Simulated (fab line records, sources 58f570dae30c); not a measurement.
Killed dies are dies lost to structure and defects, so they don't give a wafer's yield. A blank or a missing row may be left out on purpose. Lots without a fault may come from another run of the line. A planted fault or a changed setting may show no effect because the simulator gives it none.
Which tool did it? | flow berkeley_cmos170 | 7 lots, 21 wafers sampled, at 1 step of a route of 331

WHAT THE GAUGES READ, wafer by wafer
UCB170_PLDD_OVL_MEAS_07.
lot  | measured     | on         | PLDD_OVL (nm)
L459 | day 6 19:56  | overlay-01 | 3 6 2
L464 | day 7 13:25  | overlay-01 | -3 -2 -6
L465 | day 7 19:07  | overlay-01 | -7 -1 2
L467 | day 8 09:24  | overlay-02 | -6 1 -10
L469 | day 8 16:43  | overlay-02 | 8 16 3
L472 | day 9 11:11  | overlay-01 | -3 -4 -9
L479 | day 10 20:41 | overlay-01 | 7 12 3

WHICH TOOL RAN EACH LOT (tool, then ch and the chambers of the sampled wafers, then the start)
The record holds no process step before these readings.

THE ANSWER, worked out from the rows above alone
Rule: what is usual is taken from the lots themselves. Put in order of their means at a reading, lots are off if they are a third of the lots or fewer, leave a main group of 4 or more, and stand apart from it by a gap of 3 or more times the standard deviation of the main group's means; of several such gaps the widest counts. A main group whose means are all the same, to the digits that the tables above print for the reading, isn't used. A lot without any number at a reading at which 4 lots or more have one is off too. The other lots that the step has rows for count as sound.
No lot is off at any reading shown: from this, nothing can be told.

WHAT THE SIMULATOR HAD PUT IN
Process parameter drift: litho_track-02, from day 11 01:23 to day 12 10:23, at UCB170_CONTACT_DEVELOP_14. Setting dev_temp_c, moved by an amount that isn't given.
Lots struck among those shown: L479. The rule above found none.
